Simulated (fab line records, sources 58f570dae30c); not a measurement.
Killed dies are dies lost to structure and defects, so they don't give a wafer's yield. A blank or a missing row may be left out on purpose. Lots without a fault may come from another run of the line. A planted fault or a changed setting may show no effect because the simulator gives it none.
Split-lot experiment | flow berkeley_cmos170 | 5 lots, 23 wafers read, on a route of 331 steps

THE SPLIT
At UCB170_M1_EXPOSE_06 (exposes mask METAL1, target cd 700 nm), the setting dose_mj was moved away from the recipe's 21 on 9 of the 23 wafers read, by -5.1% to +5.5%. The other wafers ran this setting at the recipe's value.

FROM THE SPLIT TO THE READING: what the file shows between them, 6 steps
- UCB170_M1_PEB_07
- UCB170_M1_DEVELOP_08: develop time 45 s
- UCB170_M1_CD_MEAS_09: target cd 700 nm
- UCB170_M1_ETCH_11: etches BARC in N2/H2
- UCB170_M1_METAL_ETCH_12: etches Al in Cl2/BCl3, stops on PSG, target depth 780 nm, time 130 s
- UCB170_M1_STRIP_13: strips in O2 (also split here: o2_flow_sccm)

THE READING
cd_nm, in nm, at UCB170_M1_CD_MEAS_90 (target cd 700 nm). Fault-free wafers of this fab line usually give 701.9 nm, standard deviation 2.3 nm.

wafer  | tool, chamber at the split | dose_mj as run | against the recipe | cd_nm, nm | against lot-mates on the recipe
L074.1 | krf_scanner-01, 0          | 19.92          | -5.1%              | 707.0     | +8.3
L074.2 | krf_scanner-01, 0          | 21             | recipe             | 699.6     | -
L074.3 | krf_scanner-01, 0          | 19.92          | -5.1%              | 707.2     | +8.5
L074.4 | krf_scanner-01, 0          | 21             | recipe             | 697.9     | -
L074.6 | krf_scanner-01, 0          | 21             | recipe             | 698.7     | -
L078.1 | krf_scanner-01, 0          | 21             | recipe             | 704.9     | -
L078.2 | krf_scanner-01, 0          | 21             | recipe             | 699.7     | -
L078.3 | krf_scanner-01, 0          | 20.5           | -2.4%              | 707.5     | +4.9
L078.4 | krf_scanner-01, 0          | 20.5           | -2.4%              | 706.3     | +3.7
L078.5 | krf_scanner-01, 0          | 21             | recipe             | 703.1     | -
L081.3 | krf_scanner-01, 0          | 21             | recipe             | 703.6     | -
L081.5 | krf_scanner-01, 0          | 21             | recipe             | 705.3     | -
L081.6 | krf_scanner-01, 0          | 21             | recipe             | 703.1     | -
L084.2 | krf_scanner-01, 0          | 21             | recipe             | 701.7     | -
L084.3 | krf_scanner-01, 0          | 21             | recipe             | 700.0     | -
L084.4 | krf_scanner-01, 0          | 20.17          | -4.0%              | 707.4     | +7.3
L084.5 | krf_scanner-01, 0          | 20.17          | -4.0%              | 710.7     | +10.6
L084.6 | krf_scanner-01, 0          | 21             | recipe             | 698.5     | -
L083.1 | krf_scanner-02, 0          | 21             | recipe             | 701.6     | -
L083.3 | krf_scanner-02, 0          | 22.16          | +5.5%              | 692.2     | -8.6
L083.4 | krf_scanner-02, 0          | 21             | recipe             | 700.0     | -
L083.5 | krf_scanner-02, 0          | 22.16          | +5.5%              | 690.9     | -9.9
L083.6 | krf_scanner-02, 0          | 22.16          | +5.5%              | 690.4     | -10.4

THE FIT
A straight line over all 23 wafers: cd_nm changes by -1.69 nm for each +1% of dose_mj; r = -0.91; the points scatter about the line by 2.3 nm.
The same after taking each lot's own level away (the mean of its wafers on the recipe; 23 wafers): -1.8 nm for each +1%; r = -0.97; scatter 1.4 nm.
On that fit, the largest move of dose_mj shifts the reading by 9.9 nm.
The lots' own levels span 698.73 to 704.00 nm, that is 2.3 times the standard deviation above.
So the lot-to-lot level changes the slope little: the two slopes agree.
Check: with one of the wafers moved furthest among these (+5.5%) left out of the fit, the line predicts -10.2 nm for it against its lot-mates. It came out at -8.6 nm against them.

OTHER SPLITS ON THESE WAFERS
These wafers also went through other splits before the reading. Each is held against what the fit with the lots' levels taken away leaves over:
other split on the same wafers        | wafers away from the commonest value | r with cd_nm (lot level and that fit taken away)
UCB170_GATE_DEVELOP_11 develop_time_s | 10                                   | +0.16
UCB170_NLDD_IMPLANT_08 dose_cm2       | 6                                    | -0.02
UCB170_PSD_IMPLANT_08 energy_kev      | 9                                    | -0.38
UCB170_BACKSIDE_HMDS_00 prime_time_s  | 9                                    | -0.18
UCB170_SILICIDE_SPUTTER_01 power_w    | 7                                    | +0.00
UCB170_CONTACT_CVD_01 pressure_mtorr  | 15                                   | +0.14
UCB170_CONTACT_ETCH_18 time_s         | 8                                    | -0.01
UCB170_M1_STRIP_13 o2_flow_sccm       | 6                                    | -0.04

THE WHOLE CHAIN: every reading that the file lists as answering this split, in the file's order
step                    | what it does                                                         | reading                                                   | change (the file's fit)              | r (the file's)
UCB170_M1_CD_MEAS_09    | target cd 700 nm                                                     | cd_nm                                                     | -1.7 nm for each +1% of the setting  | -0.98
UCB170_M1_ETCH_11       | etches BARC in N2/H2                                                 | M1.cd_nm (the simulator's own value, which no gauge read) | -1.71 nm for each +1% of the setting | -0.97
UCB170_M1_METAL_ETCH_12 | etches Al in Cl2/BCl3, stops on PSG, target depth 780 nm, time 130 s | M1.cd_nm (the simulator's own value, which no gauge read) | -1.81 nm for each +1% of the setting | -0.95
UCB170_M1_CD_MEAS_90    | target cd 700 nm                                                     | cd_nm                                                     | -1.82 nm for each +1% of the setting | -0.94

THE FILE'S OWN FIT
cd_nm changes by -1.82 nm for each +1% of dose_mj, r = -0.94.
